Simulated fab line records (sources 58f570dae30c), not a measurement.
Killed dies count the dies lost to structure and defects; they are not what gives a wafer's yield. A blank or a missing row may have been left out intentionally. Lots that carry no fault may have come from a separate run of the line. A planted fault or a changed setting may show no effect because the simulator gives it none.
2 desks, one fault -- flow berkeley_cmos170 -- each desk holds nothing but its own numbers, with what lay behind them at the end

METROLOGY DESK
What the gauges read, lot by lot, whatever tool the lot ran on: means of the sampled wafers that have a number. A lot is out of limits, marked OUT, if its mean lies more than 4 standard deviations from the usual mean; the brackets give that distance.
Columns: A = V1_BOW at UCB170_V1_BOW_MEAS_03, usual 18 um; B = V2_TEOS_THK at UCB170_V2_THK_MEAS_01, usual 2008 nm
lot,first seen here,A,B
L484,day 8 09:26,12,1995
L483,day 8 14:39,24,2035
L486,day 9 12:02,26,1985
L488,day 9 13:20,15,2002
L489,day 9 13:22,13,2012
L493,day 10 10:04,15,1994
L491,day 10 11:20,19,1999
L490,day 10 13:53,10,2009
L494,day 10 15:10,15,2039
L495,day 10 15:11,17,2007
L497,day 11 09:57,13,2008
L506,day 14 00:38,19,2015
L505,day 14 01:57,16,1995
This desk's verdict: no lot among the 13 shows anything out of limits.

DESK OF THE TOOL OWNER: rie_diel-01
The tool's own readings at UCB170_M1_ETCH_11 (etches BARC in N2/H2): means of the sampled wafers that have a number, for each lot that ran on this tool. A lot is out of limits, marked OUT, if its mean lies more than 4 standard deviations from the usual mean; the brackets give that distance.
Columns: A = chamber_pressure_mTorr at UCB170_M1_ETCH_11, usual 29.999 mTorr; B = drypump_motor_current_A at UCB170_M1_ETCH_11, usual 5.7 A; C = oes_product_au at UCB170_M1_ETCH_11, usual 1.005 a.u.; D = throttle_valve_pct at UCB170_M1_ETCH_11, usual 13.25 %
lot,first seen here,A,B,C,D
L483,day 8 07:29,29.996,6.6,0.993,13.29
L493,day 10 07:44,29.957,6.0,1.001,13.27
L491,day 10 08:31,29.993,5.0,1.012,13.27
L490,day 10 11:34,30.009,5.1,1.016,13.26
L497,day 11 07:13,35.005 (+99 or more) OUT,5.6,0.988,13.26
This desk's finding: out of limits on L497; first on L497, day 11 07:13 (chamber_pressure_mTorr at UCB170_M1_ETCH_11). L483, L493, L491, L490 stayed within limits.

ALL TOGETHER
An alarm could have come from the tool owner's desk at day 11 07:13, on L497.
Metrology desk: nothing out of limits seen.
The metrology desk has L497 on record, within its limits.
Every lot named ran UCB170_M1_ETCH_11 on rie_diel-01.

WHAT WAS PUT IN BY THE SIMULATOR
rie_diel-01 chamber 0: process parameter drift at UCB170_M1_ETCH_11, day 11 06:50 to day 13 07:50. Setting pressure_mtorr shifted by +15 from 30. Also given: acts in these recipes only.
Shown lots that were struck: L497.
Each desk's first reading out of limits, in hours after the fault started: the tool owner's desk, 0.
